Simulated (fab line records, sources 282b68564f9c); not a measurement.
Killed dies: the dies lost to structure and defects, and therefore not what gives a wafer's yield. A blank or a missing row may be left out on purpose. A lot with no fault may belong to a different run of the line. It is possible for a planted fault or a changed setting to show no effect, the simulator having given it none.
A lot that was struck, set against a sound lot -- flow rit cmos -- 19 out of 202 route steps
Sound: these wafers, L594.3, L594.4, L594.5. Struck: wafers L604.1, L604.2, L604.6. The cause is given at the end.
For every step that has rows: the tool of each side, followed by ch and its chambers, followed by its first start. Under that, the readings that differ: sound wafers -- struck wafers -- difference of the means -- sigmas: that difference in standard deviations of wafers without a fault.
alike: a reading whose means differ by less than 2 such deviations, as well as words and numbers matching on both sides. not compared: withheld readings; readings where some wafer has no value; bounds like >300 that might hide an equal value; numbers whose values overlap and for which the record gives no deviation.
Wherever a step has rows on one side only, a row that says differs or no value, or a row with sigmas, the two part there. When numbers do not overlap yet have no deviation, they are printed without sigmas and do not part them. Lack of a reading on every wafer of one side parts them only where that side has two or more wafers.

RIT_CONTACT_STRIP_12: strips in O2, time 180 s.
  sound on plasma asher-03 ch 0,1, day 4 01:02; struck on plasma asher-04 ch 0,1, day 6 01:21
  alike: drypump motor current A, rf refl power W
  not compared: rf hours counter h
RIT_CONTACT_CD_MEAS_90: the cd target is 1000 nm.
  sound: cd sem-02 at day 4 01:11; struck: cd sem-01 at day 6 01:31
reading,sound,struck,difference,sigmas
cd nm (nm),998.4 997.7 997.2,1002.8 1003.3 1003.2,+5.3,+2
then, 2 steps without rows for these wafers: RIT_CONTACT_CLEAN_13 (cleans in SC1, time 600 s); RIT_CONTACT_CLEAN_14 (cleans in SC2, time 600 s).
RIT_M1_SPUTTER_00: material Al, target thk 400 nm, time 500 s.
  sound: pvd sputter-03 at day 4 01:38; struck: pvd sputter-01 at day 6 01:59
  alike: throttle valve pct
RIT_M1_RS_MEAS_01: measurement is done with a four-point probe.
  sound: film metro-03 at day 4 01:59; struck: film metro-03 at day 6 02:17
  alike: M1_AL_RS
RIT_M1_THK_MEAS_02: measures by xrf.
  sound: film metro-03 at day 4 02:05; struck: film metro-03 at day 6 02:25
  alike: M1_AL_THK
then, 5 steps without rows for these wafers: RIT_M1_HMDS_03 (prime time 60 s); RIT_M1_COAT_04 (resist thk 1300 nm); RIT_M1_SOFTBAKE_05 (time 60 s); RIT_M1_EXPOSE_06 (exposes mask M12, target cd 2600 nm); RIT_M1_PEB_07.
RIT_M1_DEVELOP_08: develop time 68 s.
  sound on litho track-02 ch 0, day 4 02:00; struck on litho track-03 ch 0, day 6 03:00
RIT_M1_CD_MEAS_09: the cd target is 2600 nm.
  sound: cd sem-01 at day 4 03:02; struck: cd sem-01 at day 6 03:28
reading,sound,struck,difference,sigmas
cd nm (nm),2596.0 2600.5 2599.7,2733.5 2729.5 2731.6,+132.8,+66
RIT_M1_OVL_MEAS_10:
  sound: overlay-01 at day 4 03:08; struck: overlay-02 at day 6 03:35
  alike: M1_OVL
then, 1 step without rows for these wafers: RIT_M1_HARDBAKE_11 (time 120 s).
RIT_M1_METAL_ETCH_12: etches Al in Cl2/BCl3, stops on SiO2, time 165 s, target depth 600 nm.
  sound on rie metal-03 ch 0,1, day 4 03:28; struck on rie metal-01 ch 0,1, day 6 03:53
reading,sound,struck,difference,sigmas
oes product au (a.u.),0.793 0.787 0.797,0.777 0.760 0.759,-0.027,-2
model.M1.cd nm (nm),2597 2599 2599,2735 2728 2729,+132,
  alike: drypump motor current A, throttle valve pct
  not compared: rf hours counter h
then, 1 step without rows for these wafers: RIT_M1_STRIP_13 (strips in nmp, time 600 s).
RIT_M1_PROBE_99:
  sound: prober-01 at day 4 05:46; struck: prober-01 at day 6 06:08
reading,sound,struck,difference,sigmas
killed_at_M0_to_M3,0 0 0,0 1 0,+0,+4
killed at front end,3 15 7,5 1 1,-6,-2
killed open,3 9 3,2 1 0,-4,-2
model.etest.m1.width nm (nm),2591 2596 2601,2737 2733 2732,+138,
  alike: defect limited yield, killed at contacts, killed dies, killed short, sort_bin_3_pad_short, sort_bin_5_function, sort_bin_6_memory, sort n pass, sort yield pct

WHERE THEY PART
At RIT_CONTACT_CD_MEAS_90 first; at RIT_M1_PROBE_99 last (within this record only).

WHY: what had been put in by the simulator
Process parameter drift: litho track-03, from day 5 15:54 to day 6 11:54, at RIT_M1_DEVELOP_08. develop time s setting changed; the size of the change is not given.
